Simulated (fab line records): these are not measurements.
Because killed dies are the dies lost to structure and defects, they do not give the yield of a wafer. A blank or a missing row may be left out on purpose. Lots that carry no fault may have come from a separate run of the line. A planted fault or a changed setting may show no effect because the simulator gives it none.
fab line records ; flow ritCmos ; part 1 of 2: steps 1 to 29 of 43
record lots=5; wafers=15; lastDay=7
route steps=202 shown PSD@151 SDANNEAL@153 NSD@158 PLDD@159 NLDD@160 SILICIDE@161 CONTACT@168 M1@184
lots with no fault: from the same line, run without faults
startH: hours from the record's opening day to when the first of the lot's shown wafers began ; waitH: time in hours since the lot's previous step ; " unchanged from the row above ; L1.1+2: a single row standing in for several wafers ; - no value, or no start was given ; * or withheld: withheld ; < > ~ a bound
route shown NAME@n: a module of which the file shows steps, and the number in the route of the first ; usual: mean/standard deviation taken from wafers without a fault ; same: alike in all rows ; chamber/n: place in a boat ; sites: per-site readings ; _std_site: their standard deviation ; _edge_site: the outer-site mean with the inner-site mean subtracted ; radiusMm: how far each site lies from the wafer's centre ; mask NAME#n: copy n ; behind: tool/chamber where the wafer was last shaped ; hold: reason for holding the lot/hours on hold/outcome of the hold ; device: the n, p or np transistor that did not switch ; end of line: the same wafers' tests at the end of the route ; where a step has no rows: the recipe by itself ; killed: at the first sort, the dies lost to defects and structure; wafer yield is something else ; map: a wafer's dies, marking killed ones x, the rest . and places with no die _
set.NAME: setting as actually run; set.NAME@STEP: the setting as run at that earlier step ; model.NAME: the simulator's own value behind a step, which no gauge read
a table for each step, a row for each wafer; lots at some steps of the route
services: from which hour (startH, from the record's first day; less than 0 if before it) a tool's chamber was out of use, for how many hours, and why
## steps
# step RIT_PSD_STRIP_09
# recipe chemistry=O2; timeS=180; resist=NOVOLAK; platenTempC=withheld; powerW=500; pressureMtorr=4000; o2FlowSccm=4000
# usual drypumpMotorCurrentA=5.3/0.62; o2FlowSccm=4000/12
lot.wafer;tool;chamber;startH;waitH;drypumpMotorCurrentA;o2FlowSccm;rfHoursCounterH
L074.1;plasmaAsher-01;0;54.99;0.1;5.3;4000;33
L074.2;plasmaAsher-01;1;54.99;0.1;4.7;4004;33
L074.3;plasmaAsher-01;0;54.99;0.1;5.3;4002;-
L084.1;plasmaAsher-04;1;106.63;0.1;5.2;3989;53
L084.5;plasmaAsher-04;0;106.63;0.1;4.8;3996;-
L084.6;plasmaAsher-04;1;106.63;0.1;5.2;3989;-
L090.1;plasmaAsher-02;1;133.45;0.1;5.0;4017;31
L090.2;plasmaAsher-02;0;133.45;0.1;6.5;4006;31
L090.4;plasmaAsher-02;1;133.45;0.1;4.9;4001;-
L091.1;plasmaAsher-01;1;136.67;0.1;4.7;4010;2
L091.3;plasmaAsher-01;1;136.67;0.1;4.7;4005;-
L091.4;plasmaAsher-01;0;136.67;0.1;5.3;4000;-
L095.1;plasmaAsher-04;0;157.89;0.1;4.8;4010;60
L095.3;plasmaAsher-04;1;157.89;0.1;5.2;4022;-
L095.4;plasmaAsher-04;0;157.89;0.1;4.8;4000;-
# step RIT_PSD_TW_MEAS_10
# usual PSD_TW=3414/17
lot.wafer;tool;chamber;startH;waitH;PSD_TW
L074.1;filmMetro-02;-;55.16;0.1;3404
L074.2;filmMetro-02;-;55.16;0.1;3408
L074.3;filmMetro-02;-;55.16;0.1;3381
L084.1;filmMetro-01;-;106.81;0.1;3395
L084.5;filmMetro-01;-;106.81;0.1;3416
L084.6;filmMetro-01;-;106.81;0.1;3413
L090.1;filmMetro-02;-;133.63;0.1;3440
L090.2;filmMetro-02;-;133.63;0.1;3431
L090.4;filmMetro-02;-;133.63;0.1;3421
L091.1;filmMetro-01;-;136.84;0.1;3425
L091.3;filmMetro-01;-;136.84;0.1;3415
L091.4;filmMetro-01;-;136.84;0.1;3428
L095.1;filmMetro-02;-;158.07;0.1;3404
L095.3;filmMetro-02;-;158.07;0.1;3419
L095.4;filmMetro-02;-;158.07;0.1;3402
# step RIT_SDANNEAL_CLEAN_00
# recipe chemistry=SC1; mix=3:3:50; timeS=600; tempC=75
lot.wafer;tool;chamber;startH;waitH
L074.1+2+3;wetBench-01;1;55.22;0.1
L084.1+5+6;wetBench-01;2;106.87;0.1
L090.1+2+4;wetBench-02;0;133.69;0.1
L091.1+3+4;wetBench-02;3;136.90;0.1
L095.1+3+4;wetBench-02;1;158.13;0.1
# step RIT_SDANNEAL_CLEAN_01
# recipe chemistry=dHF; dilution=50:1; timeS=30
lot.wafer;tool;chamber;startH;waitH
L074.1+2+3;wetBench-02;2;55.40;0.0
L084.1+5+6;wetBench-04;0;107.04;0.0
L090.1+2+4;wetBench-01;1;133.86;0.0
L091.1+3+4;wetBench-01;3;137.08;0.0
L095.1+3+4;wetBench-04;0;158.30;0.0
# step RIT_SDANNEAL_CLEAN_02
# recipe chemistry=SC2; mix=3:3:50; timeS=600; tempC=75; dry=n2Spin
lot.wafer;tool;chamber;startH;waitH
L074.1+2+3;wetBench-04;0;55.41;0.0
L084.1+5+6;wetBench-02;0;107.06;0.0
L090.1+2+4;wetBench-02;1;133.88;0.0
L091.1+3+4;wetBench-04;3;137.09;0.0
L095.1+3+4;wetBench-02;3;158.32;0.0
# step RIT_SDANNEAL_RTA_03
# recipe tempC=1050; timeS=5; idleTempC=600; rampUpCPerS=342; rampDownCPerS=171; coolToC=600; ambient=N2
# usual annealTempCMax=1053.7/0.93; wafer_temp_C_max=1053.7/1.2
lot.wafer;tool;chamber;startH;waitH;annealTempCMax;wafer_temp_C_max
L074.1;rtpAnneal-01;0;55.59;0.0;1056.0;1052.3
L074.2;rtpAnneal-01;0;55.59;0.0;1055.4;1054.2
L074.3;rtpAnneal-01;0;55.59;0.0;1053.7;1054.2
L084.1;rtpAnneal-01;0;107.25;0.0;1054.8;1052.6
L084.5;rtpAnneal-01;0;107.25;0.0;1054.7;1053.4
L084.6;rtpAnneal-01;0;107.25;0.0;1055.3;1053.3
L090.1;rtpAnneal-01;0;134.06;0.0;1054.4;1053.4
L090.2;rtpAnneal-01;0;134.06;0.0;1054.1;1052.8
L090.4;rtpAnneal-01;0;134.06;0.0;1055.1;1053.8
L091.1;rtpAnneal-02;0;137.27;0.0;1052.9;1052.6
L091.3;rtpAnneal-02;0;137.27;0.0;1053.5;1052.2
L091.4;rtpAnneal-02;0;137.27;0.0;1054.0;1055.2
L095.1;rtpAnneal-02;0;158.50;0.0;1053.1;1055.2
L095.3;rtpAnneal-02;0;158.50;0.0;1052.1;1051.8
L095.4;rtpAnneal-02;0;158.50;0.0;1052.4;1054.4
# step RIT_SDANNEAL_RS_MEAS_04
# recipe thkMeasGauge=four-point-probe
# usual PSD_RS=115.9/0.32
lot.wafer;tool;chamber;startH;waitH;PSD_RS[ohm/sq]
L074.1;filmMetro-03;-;55.65;0.0;115.9
L074.2;filmMetro-03;-;55.65;0.0;115.7
L074.3;filmMetro-03;-;55.65;0.0;115.6
L084.1;filmMetro-02;-;107.31;0.0;116.0
L084.5;filmMetro-02;-;107.31;0.0;115.9
L084.6;filmMetro-02;-;107.31;0.0;116.0
L090.1;filmMetro-01;-;134.11;0.0;115.6
L090.2;filmMetro-01;-;134.11;0.0;115.4
L090.4;filmMetro-01;-;134.11;0.0;115.7
L091.1;filmMetro-03;-;137.33;0.0;115.8
L091.3;filmMetro-03;-;137.33;0.0;116.2
L091.4;filmMetro-03;-;137.33;0.0;116.0
L095.1;filmMetro-03;-;158.55;0.0;116.0
L095.3;filmMetro-03;-;158.55;0.0;115.9
L095.4;filmMetro-03;-;158.55;0.0;116.0
# step RIT_SDANNEAL_RS_MEAS_05
# recipe thkMeasGauge=four-point-probe
# usual NSD_RS=84.5/0.33
lot.wafer;tool;chamber;startH;waitH;NSD_RS[ohm/sq]
L074.1;filmMetro-03;-;55.77;0.1;84.7
L074.2;filmMetro-03;-;55.77;0.1;84.5
L074.3;filmMetro-03;-;55.77;0.1;84.8
L084.1;filmMetro-02;-;107.43;0.1;84.6
L084.5;filmMetro-02;-;107.43;0.1;84.4
L084.6;filmMetro-02;-;107.43;0.1;84.3
L090.1;filmMetro-01;-;134.23;0.1;84.3
L090.2;filmMetro-01;-;134.23;0.1;84.0
L090.4;filmMetro-01;-;134.23;0.1;84.3
L091.1;filmMetro-03;-;137.45;0.1;84.7
L091.3;filmMetro-03;-;137.45;0.1;84.8
L091.4;filmMetro-03;-;137.45;0.1;84.4
L095.1;filmMetro-03;-;158.67;0.1;84.4
L095.3;filmMetro-03;-;158.67;0.1;84.5
L095.4;filmMetro-03;-;158.67;0.1;84.4
# step RIT_SDANNEAL_RS_MEAS_06
# recipe thkMeasGauge=four-point-probe
# usual PLDD_RS=178.7/0.52
lot.wafer;tool;chamber;startH;waitH;PLDD_RS[ohm/sq]
L074.1;filmMetro-03;-;55.89;0.1;179.3
L074.2;filmMetro-03;-;55.89;0.1;178.3
L074.3;filmMetro-03;-;55.89;0.1;178.6
L084.1;filmMetro-02;-;107.55;0.1;178.2
L084.5;filmMetro-02;-;107.55;0.1;179.2
L084.6;filmMetro-02;-;107.55;0.1;179.2
L090.1;filmMetro-01;-;134.35;0.1;177.5
L090.2;filmMetro-01;-;134.35;0.1;177.7
L090.4;filmMetro-01;-;134.35;0.1;177.5
L091.1;filmMetro-03;-;137.57;0.1;178.0
L091.3;filmMetro-03;-;137.57;0.1;178.1
L091.4;filmMetro-03;-;137.57;0.1;178.0
L095.1;filmMetro-03;-;158.79;0.1;178.9
L095.3;filmMetro-03;-;158.79;0.1;178.6
L095.4;filmMetro-03;-;158.79;0.1;178.8
# step RIT_SDANNEAL_RS_MEAS_07
# recipe thkMeasGauge=four-point-probe
# usual NLDD_RS=151.6/0.53
lot.wafer;tool;chamber;startH;waitH;NLDD_RS[ohm/sq]
L074.1;filmMetro-03;-;56.01;0.1;151.2
L074.2;filmMetro-03;-;56.01;0.1;151.5
L074.3;filmMetro-03;-;56.01;0.1;151.5
L084.1;filmMetro-02;-;107.67;0.1;151.9
L084.5;filmMetro-02;-;107.67;0.1;151.5
L084.6;filmMetro-02;-;107.67;0.1;151.9
L090.1;filmMetro-01;-;134.47;0.1;151.3
L090.2;filmMetro-01;-;134.47;0.1;151.3
L090.4;filmMetro-01;-;134.47;0.1;150.8
L091.1;filmMetro-03;-;137.69;0.1;152.1
L091.3;filmMetro-03;-;137.69;0.1;151.3
L091.4;filmMetro-03;-;137.69;0.1;151.5
L095.1;filmMetro-03;-;158.91;0.1;151.1
L095.3;filmMetro-03;-;158.91;0.1;152.1
L095.4;filmMetro-03;-;158.91;0.1;151.6
# step RIT_SILICIDE_WET_ETCH_00
# recipe chemistry=BOE; target=SiO2; targetDepthNm=14; timeS=15; dry=n2Spin; dilution=10:1; tempC=21.5
lot.wafer;tool;chamber;startH;waitH
L074.1+2+3;wetBench-04;0;56.13;0.1
L084.1+5+6;wetBench-03;0;107.79;0.1
L090.1+2+4;wetBench-04;3;134.59;0.1
L091.1+3+4;wetBench-02;1;137.81;0.1
L095.1+3+4;wetBench-03;3;159.03;0.1
# step RIT_SILICIDE_SPUTTER_01
# recipe material=Ti; targetThkNm=30; powerW=350; chamberPressurePa=0.667; gas=Ar; timeS=240; substrateTempC=25
# usual chamberPressurePa=0.6671/0.0015; throttleValvePct=30.1/1
lot.wafer;tool;chamber;startH;waitH;chamberPressurePa;throttleValvePct
L074.1;pvdSputter-03;-;56.14;0.0;0.6675;29.5
L074.2;pvdSputter-03;-;56.14;0.0;0.6660;29.2
L074.3;pvdSputter-03;-;56.14;0.0;0.6664;31.9
L084.1;pvdSputter-03;-;107.80;0.0;0.6690;29.5
L084.5;pvdSputter-03;-;107.80;0.0;0.6681;29.0
L084.6;pvdSputter-03;-;107.80;0.0;0.6667;31.2
L090.1;pvdSputter-03;-;134.61;0.0;0.6693;31.1
L090.2;pvdSputter-03;-;134.61;0.0;0.6679;29.5
L090.4;pvdSputter-03;-;134.61;0.0;0.6710;29.2
L091.1;pvdSputter-04;-;137.82;0.0;0.6663;31.3
L091.3;pvdSputter-04;-;137.82;0.0;0.6677;29.9
L091.4;pvdSputter-04;-;137.82;0.0;0.6653;30.0
L095.1;pvdSputter-01;-;159.05;0.0;0.6690;29.8
L095.3;pvdSputter-01;-;159.05;0.0;0.6683;29.6
L095.4;pvdSputter-01;-;159.05;0.0;0.6665;29.4
# step RIT_SILICIDE_RS_MEAS_02
# recipe thkMeasGauge=four-point-probe; reads=Ti_of_SILICIDE_SPUTTER_01
# usual SILICIDE_TI_RS=47.9/0.65
lot.wafer;tool;chamber;startH;waitH;SILICIDE_TI_RS[ohm/sq]
L074.1;filmMetro-04;-;56.29;0.1;47.0
L074.2;filmMetro-04;-;56.29;0.1;48.1
L074.3;filmMetro-04;-;56.29;0.1;48.6
L084.1;filmMetro-04;-;107.95;0.1;46.4
L084.5;filmMetro-04;-;107.95;0.1;46.8
L084.6;filmMetro-04;-;107.95;0.1;47.2
L090.1;filmMetro-03;-;134.76;0.1;47.2
L090.2;filmMetro-03;-;134.76;0.1;47.1
L090.4;filmMetro-03;-;134.76;0.1;47.3
L091.1;filmMetro-04;-;137.97;0.1;47.8
L091.3;filmMetro-04;-;137.97;0.1;48.1
L091.4;filmMetro-04;-;137.97;0.1;47.6
L095.1;filmMetro-01;-;159.20;0.1;48.8
L095.3;filmMetro-01;-;159.20;0.1;47.4
L095.4;filmMetro-01;-;159.20;0.1;48.3
# step RIT_SILICIDE_THK_MEAS_03
# recipe thkMeasGauge=xrf; reads=Ti_of_SILICIDE_SPUTTER_01
# usual SILICIDE_TI_THK=29.6/0.33
lot.wafer;tool;chamber;startH;waitH;SILICIDE_TI_THK[nm]
L074.1;filmMetro-04;-;56.41;0.1;29.8
L074.2;filmMetro-04;-;56.41;0.1;29.4
L074.3;filmMetro-04;-;56.41;0.1;29.1
L084.1;filmMetro-04;-;108.07;0.1;30.1
L084.5;filmMetro-04;-;108.07;0.1;30.1
L084.6;filmMetro-04;-;108.07;0.1;29.8
L090.1;filmMetro-03;-;134.88;0.1;30.2
L090.2;filmMetro-03;-;134.88;0.1;30.2
L090.4;filmMetro-03;-;134.88;0.1;30.0
L091.1;filmMetro-04;-;138.09;0.1;29.6
L091.3;filmMetro-04;-;138.09;0.1;29.5
L091.4;filmMetro-04;-;138.09;0.1;29.8
L095.1;filmMetro-01;-;159.32;0.1;29.1
L095.3;filmMetro-01;-;159.32;0.1;29.9
L095.4;filmMetro-01;-;159.32;0.1;29.5
# step RIT_SILICIDE_RTA_04
# recipe tempC=650; timeS=10; idleTempC=25; rampUpS=5; rampDownS=5; coolToC=25; ambient=N2
# usual annealTempCMax=652.4/0.46; wafer_temp_C_max=654.5/0.91
lot.wafer;tool;chamber;startH;waitH;annealTempCMax;wafer_temp_C_max
L074.1;rtpAnneal-01;0;56.47;0.1;652.9;654.5
L074.2;rtpAnneal-01;0;56.47;0.1;652.2;653.1
L074.3;rtpAnneal-01;0;56.47;0.1;652.8;654.8
L084.1;rtpAnneal-02;0;108.13;0.1;651.4;655.0
L084.5;rtpAnneal-02;0;108.13;0.1;652.1;654.4
L084.6;rtpAnneal-02;0;108.13;0.1;652.0;654.5
L090.1;rtpAnneal-02;0;134.94;0.1;652.1;655.1
L090.2;rtpAnneal-02;0;134.94;0.1;651.7;655.2
L090.4;rtpAnneal-02;0;134.94;0.1;652.1;654.9
L091.1;rtpAnneal-01;0;138.15;0.1;652.5;653.5
L091.3;rtpAnneal-01;0;138.15;0.1;652.4;652.7
L091.4;rtpAnneal-01;0;138.15;0.1;652.4;653.7
L095.1;rtpAnneal-01;0;159.38;0.1;652.5;653.6
L095.3;rtpAnneal-01;0;159.38;0.1;652.1;652.7
L095.4;rtpAnneal-01;0;159.38;0.1;652.6;653.6
# step RIT_SILICIDE_WET_ETCH_05
# recipe chemistry=SPM; target=Ti; tempC=90; timeS=120; dry=n2Spin
lot.wafer;tool;chamber;startH;waitH
L074.1+2+3;wetBench-02;0;56.54;0.1
L084.1+5+6;wetBench-04;0;108.20;0.1
L090.1+2+4;wetBench-02;1;135.00;0.1
L091.1+3+4;wetBench-03;3;138.22;0.1
L095.1+3+4;wetBench-04;3;159.44;0.1
# step RIT_SILICIDE_RTA_06
# recipe tempC=750; timeS=10; idleTempC=25; rampUpS=5; rampDownS=10; coolToC=25; ambient=N2
# usual annealTempCMax=752.7/0.71; wafer_temp_C_max=755.3/1.1
lot.wafer;tool;chamber;startH;waitH;annealTempCMax;wafer_temp_C_max
L074.1;rtpAnneal-01;0;56.58;0.0;753.4;755.1
L074.2;rtpAnneal-01;0;56.58;0.0;752.9;755.5
L074.3;rtpAnneal-01;0;56.58;0.0;753.8;756.0
L084.1;rtpAnneal-01;0;108.24;0.0;753.6;754.5
L084.5;rtpAnneal-01;0;108.24;0.0;753.0;754.1
L084.6;rtpAnneal-01;0;108.24;0.0;752.6;754.9
L090.1;rtpAnneal-01;0;135.05;0.0;753.5;753.7
L090.2;rtpAnneal-01;0;135.05;0.0;753.9;754.7
L090.4;rtpAnneal-01;0;135.05;0.0;752.9;753.2
L091.1;rtpAnneal-02;0;138.26;0.0;752.7;755.8
L091.3;rtpAnneal-02;0;138.26;0.0;751.8;755.5
L091.4;rtpAnneal-02;0;138.26;0.0;751.7;756.6
L095.1;rtpAnneal-02;0;159.48;0.0;751.9;754.1
L095.3;rtpAnneal-02;0;159.48;0.0;752.0;755.7
L095.4;rtpAnneal-02;0;159.48;0.0;752.2;755.4
# step RIT_CONTACT_CVD_00
# recipe material=SiO2; targetThkNm=400; precursor=TEOS; tempC=390; timeS=61; rfW=400
# usual heaterPowerW=352/57
lot.wafer;tool;chamber;startH;waitH;heaterPowerW;sinceWetCleanH
L074.1;pecvd-03;2;56.65;0.1;297;207
L074.2;pecvd-03;1;56.65;0.1;338;207
L074.3;pecvd-03;0;56.65;0.1;340;207
L084.1;pecvd-01;1;108.30;0.1;277;1445
L084.5;pecvd-01;2;108.30;0.1;416;-
L084.6;pecvd-01;0;108.30;0.1;395;-
L090.1;pecvd-01;2;135.11;0.1;420;1471
L090.2;pecvd-01;0;135.11;0.1;371;1471
L090.4;pecvd-01;0;135.11;0.1;385;-
L091.1;pecvd-02;2;138.33;0.1;426;1084
L091.3;pecvd-02;1;138.33;0.1;307;1084
L091.4;pecvd-02;1;138.33;0.1;327;-
L095.1;pecvd-03;0;159.55;0.1;289;310
L095.3;pecvd-03;1;159.55;0.1;356;310
L095.4;pecvd-03;0;159.55;0.1;295;-
# step RIT_CONTACT_THK_MEAS_01
# recipe reads=SiO2_of_CONTACT_CVD_00
# usual CONTACT_TEOS_THK=401/5
lot.wafer;tool;chamber;startH;waitH;CONTACT_TEOS_THK[nm]
L074.1;filmMetro-02;-;56.70;0.0;395
L074.2;filmMetro-02;-;56.70;0.0;397
L074.3;filmMetro-02;-;56.70;0.0;400
L084.1;filmMetro-02;-;108.36;0.0;395
L084.5;filmMetro-02;-;108.36;0.0;404
L084.6;filmMetro-02;-;108.36;0.0;401
L090.1;filmMetro-04;-;135.16;0.0;399
L090.2;filmMetro-04;-;135.16;0.0;400
L090.4;filmMetro-04;-;135.16;0.0;410
L091.1;filmMetro-04;-;138.38;0.0;393
L091.3;filmMetro-04;-;138.38;0.0;395
L091.4;filmMetro-04;-;138.38;0.0;401
L095.1;filmMetro-01;-;159.60;0.0;406
L095.3;filmMetro-01;-;159.60;0.0;401
L095.4;filmMetro-01;-;159.60;0.0;412
# step RIT_CONTACT_HMDS_02
# recipe primeTimeS=60; primeTempC=140
lot.wafer;tool;chamber;startH;waitH
L074.1+2+3;lithoTrack-01;0;56.76;0.1
L084.1+5+6;lithoTrack-04;0;108.42;0.1
L090.1+2+4;lithoTrack-01;0;135.49;0.3
L091.1+3+4;lithoTrack-03;0;138.44;0.1
L095.1+3+4;lithoTrack-04;0;159.66;0.1
# step RIT_CONTACT_COAT_03
# recipe resist=NOVOLAK; spinRpm=3250; resistThkNm=1000
lot.wafer;tool;chamber;startH;waitH
L074.1+2+3;lithoTrack-01;0;56.91;0.1
L084.1+5+6;lithoTrack-04;0;108.57;0.1
L090.1+2+4;lithoTrack-01;0;135.64;0.1
L091.1+3+4;lithoTrack-03;0;138.59;0.1
L095.1+3+4;lithoTrack-04;0;159.81;0.1
# step RIT_CONTACT_SOFTBAKE_04
# recipe resist=NOVOLAK; tempC=90; timeS=60
lot.wafer;tool;chamber;startH;waitH
L074.1+2+3;lithoTrack-01;0;57.06;0.1
L084.1+5+6;lithoTrack-04;0;108.72;0.1
L090.1+2+4;lithoTrack-01;0;135.79;0.1
L091.1+3+4;lithoTrack-03;0;138.74;0.1
L095.1+3+4;lithoTrack-04;0;159.96;0.1
# step RIT_CONTACT_EXPOSE_05
# recipe maskId=M11; na=0.6; sourceShape=conventional; sigmaOuter=0.5; targetCdNm=1000; doseMj=250
# same na=0.6
lot.wafer;tool;chamber;startH;waitH;mask
L074.1+2+3;ilineStepper-01;0;57.33;0.2;M11#0
L084.1+5+6;ilineStepper-01;0;108.99;0.2;M11#0
L090.1+2+4;ilineStepper-01;0;136.07;0.2;M11#0
L091.1+3+4;ilineStepper-01;0;138.89;0.1;M11#0
L095.1+3+4;ilineStepper-01;0;160.11;0.1;M11#0
# step RIT_CONTACT_PEB_06
# recipe resist=NOVOLAK; tempC=withheld; timeS=withheld
lot.wafer;tool;chamber;startH;waitH
L074.1+2+3;lithoTrack-01;0;57.45;0.1
L084.1+5+6;lithoTrack-04;0;109.11;0.1
L090.1+2+4;lithoTrack-03;0;136.18;0.1
L091.1+3+4;lithoTrack-01;0;139.01;0.1
L095.1+3+4;lithoTrack-03;0;160.23;0.1
# step RIT_CONTACT_DEVELOP_07
# recipe resist=NOVOLAK; developTimeS=120; devTempC=23
lot.wafer;tool;chamber;startH;waitH
L074.1+2+3;lithoTrack-01;0;-;-
L084.1+5+6;lithoTrack-04;0;-;-
L090.1+2+4;lithoTrack-03;0;-;-
L091.1+3+4;lithoTrack-01;0;-;-
L095.1+3+4;lithoTrack-03;0;-;-
# step RIT_CONTACT_CD_MEAS_08
# recipe targetCdNm=1000
# usual cdNm=998.9/2.1
lot.wafer;tool;chamber;startH;waitH;cdNm
L074.1;cdSem-01;-;57.85;-;996.8
L074.2;cdSem-01;-;57.85;-;1000.2
L074.3;cdSem-01;-;57.85;-;999.6
L084.1;cdSem-02;-;109.51;-;999.8
L084.5;cdSem-02;-;109.51;-;1000.9
L084.6;cdSem-02;-;109.51;-;1000.2
L090.1;cdSem-02;-;136.58;-;998.9
L090.2;cdSem-02;-;136.58;-;999.4
L090.4;cdSem-02;-;136.58;-;999.3
L091.1;cdSem-01;-;139.41;-;998.7
L091.3;cdSem-01;-;139.41;-;998.2
L091.4;cdSem-01;-;139.41;-;1000.3
L095.1;cdSem-01;-;160.63;-;996.7
L095.3;cdSem-01;-;160.63;-;994.2
L095.4;cdSem-01;-;160.63;-;994.8
# step RIT_CONTACT_OVL_MEAS_09
# usual CONTACT_OVL=0.6/1.2
lot.wafer;tool;chamber;startH;waitH;CONTACT_OVL[nm]
L074.1;overlay-01;-;57.97;0.1;0.9
L074.2;overlay-01;-;57.97;0.1;-0.4
L074.3;overlay-01;-;57.97;0.1;0.7
L084.1;overlay-01;-;109.63;0.1;-0.5
L084.5;overlay-01;-;109.63;0.1;-0.6
L084.6;overlay-01;-;109.63;0.1;0.7
L090.1;overlay-01;-;136.70;0.1;0.1
L090.2;overlay-01;-;136.70;0.1;-0.3
L090.4;overlay-01;-;136.70;0.1;0.5
L091.1;overlay-01;-;139.53;0.1;1.5
L091.3;overlay-01;-;139.53;0.1;0.8
L091.4;overlay-01;-;139.53;0.1;0.1
L095.1;overlay-01;-;160.75;0.1;0.0
L095.3;overlay-01;-;160.75;0.1;-1.4
L095.4;overlay-01;-;160.75;0.1;-0.6
# step RIT_CONTACT_HARDBAKE_10
# recipe resist=NOVOLAK; tempC=140; timeS=60
lot.wafer;tool;chamber;startH;waitH
L074.1+2+3;lithoTrack-04;0;58.01;0.0
L084.1+5+6;lithoTrack-04;0;109.67;0.0
L090.1+2+4;lithoTrack-03;0;136.88;0.2
L091.1+3+4;lithoTrack-03;0;139.56;0.0
L095.1+3+4;lithoTrack-01;0;160.78;0.0
# step RIT_CONTACT_ETCH_11
# recipe targetDepthA=4800; overEtchFrac=0.2; stopOn=TiSi2; chemistry=CHF3/CF4/Ar; target=SiO2; CHF3_flow_sccm=50; cf4FlowSccm=10; Ar_flow_sccm=100; O2_flow_sccm=5; pressureMtorr=100; rfW=200; timeS=320
# usual CHF3_flow_sccm=50.01/0.16; drypumpMotorCurrentA=5.6/0.58; oesProductAu=0.992/0.015; throttleValvePct=8.82/0.13
lot.wafer;tool;chamber;startH;waitH;CHF3_flow_sccm;drypumpMotorCurrentA;oesProductAu;rfHoursCounterH;throttleValvePct
L074.1;rieDiel-04;0;58.16;0.1;49.81;5.7;0.981;40;8.91
L074.2;rieDiel-04;2;58.16;0.1;50.12;6.5;0.985;0;8.83
L074.3;rieDiel-04;3;58.16;0.1;50.19;5.9;1.007;35;8.81
L084.1;rieDiel-03;2;109.82;0.1;50.16;6.5;0.979;6;9.04
L084.5;rieDiel-03;1;109.82;0.1;49.92;5.3;0.983;-;8.74
L084.6;rieDiel-03;0;109.82;0.1;49.99;5.2;0.990;-;8.79
L090.1;rieDiel-04;3;137.03;0.1;50.12;5.9;1.002;37;8.82
L090.2;rieDiel-04;0;137.03;0.1;50.31;5.7;0.980;41;8.92
L090.4;rieDiel-04;2;137.03;0.1;49.72;6.5;0.990;2;8.84
L091.1;rieDiel-03;3;139.71;0.1;49.93;4.9;1.018;55;8.58
L091.3;rieDiel-03;0;139.71;0.1;49.89;5.2;0.994;24;8.80
L091.4;rieDiel-03;1;139.71;0.1;50.14;5.3;0.987;10;8.76
L095.1;rieDiel-04;3;160.93;0.1;49.58;5.9;1.000;38;8.81
L095.3;rieDiel-04;1;160.93;0.1;50.14;4.8;0.994;136;8.69
L095.4;rieDiel-04;0;160.93;0.1;49.88;5.7;0.976;-;8.92
